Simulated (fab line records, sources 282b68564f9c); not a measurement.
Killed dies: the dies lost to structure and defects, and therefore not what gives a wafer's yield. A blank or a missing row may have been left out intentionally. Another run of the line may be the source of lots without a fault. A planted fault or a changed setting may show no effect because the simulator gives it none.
Split-lot experiment || flow rit cmos || 5 lots, 23 wafers read, on a route of 202 steps

## ON THE SPLIT
At RIT_ACTIVE_DEVELOP_10 (develop time 50 s), the setting develop time s was moved away from the recipe's 50 s on 8 of the 23 wafers read, by -5.7% to +12.1%. For the rest of the wafers, this setting stayed at what the recipe calls for.

## FROM THE SPLIT TO THE READING: what the file shows between them, 4 steps
- RIT_ACTIVE_CD_MEAS_11: target cd 1400 nm
- RIT_ACTIVE_HARDBAKE_12: time 60 s
- RIT_ACTIVE_ETCH_13: etches Si3N4 in SF6, stops on SiO2, time 210 s, target depth 210 nm
- RIT_ACTIVE_STRIP_14: strips in O2, time 180 s

## THE READING
cd nm at RIT_ACTIVE_CD_MEAS_90, given in nm (cd target 1400 nm). Fault-free wafers of this fab line usually give 1398.8 nm, standard deviation 2.1 nm.

{"wafer": "L076.1", "tool, chamber at the split": "litho track-03, 0", "develop time s as run, s": 54.7, "against the recipe": "+9.4%", "cd nm, nm": 1390.2, "against lot-mates on the recipe": -9.5}
{"wafer": "L076.2", "tool, chamber at the split": "litho track-03, 0", "develop time s as run, s": 50, "against the recipe": "recipe", "cd nm, nm": 1399.5, "against lot-mates on the recipe": "-"}
{"wafer": "L076.3", "tool, chamber at the split": "litho track-03, 0", "develop time s as run, s": 54.7, "against the recipe": "+9.4%", "cd nm, nm": 1388.4, "against lot-mates on the recipe": -11.3}
{"wafer": "L076.4", "tool, chamber at the split": "litho track-03, 0", "develop time s as run, s": 50, "against the recipe": "recipe", "cd nm, nm": 1399.9, "against lot-mates on the recipe": "-"}
{"wafer": "L076.5", "tool, chamber at the split": "litho track-03, 0", "develop time s as run, s": 54.7, "against the recipe": "+9.4%", "cd nm, nm": 1393.0, "against lot-mates on the recipe": -6.7}
{"wafer": "L080.1", "tool, chamber at the split": "litho track-03, 0", "develop time s as run, s": 50, "against the recipe": "recipe", "cd nm, nm": 1396.7, "against lot-mates on the recipe": "-"}
{"wafer": "L080.2", "tool, chamber at the split": "litho track-03, 0", "develop time s as run, s": 50, "against the recipe": "recipe", "cd nm, nm": 1394.5, "against lot-mates on the recipe": "-"}
{"wafer": "L080.3", "tool, chamber at the split": "litho track-03, 0", "develop time s as run, s": 50, "against the recipe": "recipe", "cd nm, nm": 1398.0, "against lot-mates on the recipe": "-"}
{"wafer": "L080.4", "tool, chamber at the split": "litho track-03, 0", "develop time s as run, s": 50, "against the recipe": "recipe", "cd nm, nm": 1396.5, "against lot-mates on the recipe": "-"}
{"wafer": "L080.6", "tool, chamber at the split": "litho track-03, 0", "develop time s as run, s": 50, "against the recipe": "recipe", "cd nm, nm": 1397.3, "against lot-mates on the recipe": "-"}
{"wafer": "L081.1", "tool, chamber at the split": "litho track-01, 0", "develop time s as run, s": 47.13, "against the recipe": "-5.7%", "cd nm, nm": 1404.3, "against lot-mates on the recipe": "+4.2"}
{"wafer": "L081.2", "tool, chamber at the split": "litho track-01, 0", "develop time s as run, s": 50, "against the recipe": "recipe", "cd nm, nm": 1401.3, "against lot-mates on the recipe": "-"}
{"wafer": "L081.3", "tool, chamber at the split": "litho track-01, 0", "develop time s as run, s": 47.13, "against the recipe": "-5.7%", "cd nm, nm": 1406.8, "against lot-mates on the recipe": "+6.8"}
{"wafer": "L081.5", "tool, chamber at the split": "litho track-01, 0", "develop time s as run, s": 47.13, "against the recipe": "-5.7%", "cd nm, nm": 1402.6, "against lot-mates on the recipe": "+2.5"}
{"wafer": "L081.6", "tool, chamber at the split": "litho track-01, 0", "develop time s as run, s": 50, "against the recipe": "recipe", "cd nm, nm": 1398.8, "against lot-mates on the recipe": "-"}
{"wafer": "L082.1", "tool, chamber at the split": "litho track-04, 0", "develop time s as run, s": 50, "against the recipe": "recipe", "cd nm, nm": 1399.0, "against lot-mates on the recipe": "-"}
{"wafer": "L082.3", "tool, chamber at the split": "litho track-04, 0", "develop time s as run, s": 50, "against the recipe": "recipe", "cd nm, nm": 1396.1, "against lot-mates on the recipe": "-"}
{"wafer": "L082.6", "tool, chamber at the split": "litho track-04, 0", "develop time s as run, s": 50, "against the recipe": "recipe", "cd nm, nm": 1399.6, "against lot-mates on the recipe": "-"}
{"wafer": "L085.1", "tool, chamber at the split": "litho track-04, 0", "develop time s as run, s": 56.05, "against the recipe": "+12.1%", "cd nm, nm": 1389.7, "against lot-mates on the recipe": -7.9}
{"wafer": "L085.2", "tool, chamber at the split": "litho track-04, 0", "develop time s as run, s": 50, "against the recipe": "recipe", "cd nm, nm": 1399.7, "against lot-mates on the recipe": "-"}
{"wafer": "L085.4", "tool, chamber at the split": "litho track-04, 0", "develop time s as run, s": 50, "against the recipe": "recipe", "cd nm, nm": 1396.3, "against lot-mates on the recipe": "-"}
{"wafer": "L085.5", "tool, chamber at the split": "litho track-04, 0", "develop time s as run, s": 50, "against the recipe": "recipe", "cd nm, nm": 1396.8, "against lot-mates on the recipe": "-"}
{"wafer": "L085.6", "tool, chamber at the split": "litho track-04, 0", "develop time s as run, s": 56.05, "against the recipe": "+12.1%", "cd nm, nm": 1384.3, "against lot-mates on the recipe": -13.3}

THE FIT
A straight line over all 23 wafers: cd nm changes by -0.916 nm for each +1% of develop time s; r = -0.92; the points scatter about the line by 2.1 nm.
The same after taking each lot's own level away (the mean of its wafers on the recipe; 23 wafers): -0.894 nm for each +1%; r = -0.94; scatter 1.7 nm.
The reading moves by 11 nm for the largest change in develop time s, on that fit.
The lots' own levels span 1396.60 to 1400.05 nm, that is 1.6 times the standard deviation above.
The two slopes agree, so the slope changes little with the lot-to-lot level.
Check: with one of the wafers moved furthest among these (+12.1%) left out of the fit, the line predicts -11.9 nm for it against its lot-mates. Against them it came out at -7.9 nm.

## THESE WAFERS: OTHER SPLITS
Note: prior to the reading, these wafers also went through further splits. Each is held against what the fit with the lots' levels taken away leaves over:
{"other split on the same wafers": "RIT_ACTIVE_COAT_06 resist thk nm", "wafers away from the commonest value": 10, "r with cd nm (lot level and that fit taken away)": "+0.35"}

## THE WHOLE CHAIN: every reading that the file lists as answering this split, in the file's order
{"step": "RIT_ACTIVE_CD_MEAS_11", "what it does": "target cd 1400 nm", "reading": "cd nm", "change (the file's fit)": "-0.895 nm for each +1% of the setting", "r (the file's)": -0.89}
{"step": "RIT_ACTIVE_ETCH_13", "what it does": "etches Si3N4 in SF6, stops on SiO2, time 210 s, target depth 210 nm", "reading": "ACTIVE.cd nm (the simulator's own value, which no gauge read)", "change (the file's fit)": "-0.894 nm for each +1% of the setting", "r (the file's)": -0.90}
{"step": "RIT_ACTIVE_CD_MEAS_90", "what it does": "target cd 1400 nm", "reading": "cd nm", "change (the file's fit)": "-0.897 nm for each +1% of the setting", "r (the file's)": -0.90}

## THE FILE'S OWN FIT
cd nm changes by -0.897 nm for each +1% of develop time s, r = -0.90.
